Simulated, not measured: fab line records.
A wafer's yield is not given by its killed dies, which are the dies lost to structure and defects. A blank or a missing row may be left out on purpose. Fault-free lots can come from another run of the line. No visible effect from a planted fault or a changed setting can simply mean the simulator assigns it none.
One fault through the eyes of 2 desks | flow ritCmos | each desk has only its own numbers; what lay behind them comes last

## THE TOOL OWNER'S DESK: lithoTrack-04
The tool's own readings at RIT_NRETRO_SOFTBAKE_02 (time 60 s): means of the sampled wafers that have a number, for each lot that ran on this tool. A lot is out of limits, marked OUT, if its mean lies more than 4 standard deviations from the usual mean; the brackets give that distance.
Columns: A = heaterPowerTotalW at RIT_NRETRO_SOFTBAKE_02, usual 34.57 W; B = plateTempC at RIT_NRETRO_SOFTBAKE_02, usual 90.01 C
lot  | first seen here | A               | B
L789 | day 2 19:20     | 34.57           | 89.97
L803 | day 5 15:52     | 34.56           | 89.93
L805 | day 5 23:40     | 32.36 (-43) OUT | 85.91 (-32) OUT
L807 | day 6 11:10     | 32.37 (-42) OUT | 86.00 (-31) OUT
This desk finds L805, L807 out of limits, L805 being first, at day 5 23:40 (heaterPowerTotalW at RIT_NRETRO_SOFTBAKE_02). L789, L803 stayed within limits.

## THE METROLOGY DESK
Means of the sampled wafers that have a number, per lot and without regard to the tool the lot ran on: this is what the gauges read. A lot is out of limits, marked OUT, if its mean lies more than 4 standard deviations from the usual mean; the brackets give that distance.
Columns: A = PWELL_OVL at RIT_PWELL_OVL_MEAS_06, usual 0.6 nm; B = PWELL_TW at RIT_PWELL_TW_MEAS_10, usual 961; C = NWELL_RS at RIT_WELLDRIVE_RS_MEAS_01, usual 276.0 ohm/sq; D = PWELL_RS at RIT_WELLDRIVE_RS_MEAS_02, usual 429.9 ohm/sq; E = NRETRO_OVL at RIT_NRETRO_OVL_MEAS_06, usual 0.1 nm
lot  | first seen here | A    | B   | C     | D     | E
L789 | day 2 13:02     | 0.4  | 955 | 275.6 | 429.4 | 0.9
L799 | day 4 11:42     | 1.8  | 957 | 277.4 | 430.4 | -1.2
L801 | day 4 21:59     | 0.5  | 971 | 276.6 | 427.4 | 1.2
L803 | day 5 08:35     | 0.8  | 955 | 276.0 | 428.4 | 2.0
L805 | day 5 17:22     | -0.3 | 963 | 276.6 | 430.0 | -0.1
L807 | day 6 04:07     | 0.5  | 959 | 275.5 | 431.2 | 1.6
This desk's finding: nothing out of limits on any of the 6 lots.

## ALL TOGETHER
The tool owner's desk could have raised an alarm at day 5 23:40, on L805, L807.
Metrology desk: nothing out of limits seen.
The metrology desk has L805, L807 on record, within its limits.
Every lot named ran RIT_NRETRO_SOFTBAKE_02 on lithoTrack-04.

## WHAT THE SIMULATOR PUT IN
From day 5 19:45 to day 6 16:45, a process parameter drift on lithoTrack-04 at RIT_NRETRO_SOFTBAKE_02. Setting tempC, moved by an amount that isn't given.
Lots struck among those shown: L805, L807.
Delay in hours, fault start to first out-of-limits reading, by desk: the tool owner's desk at 4.
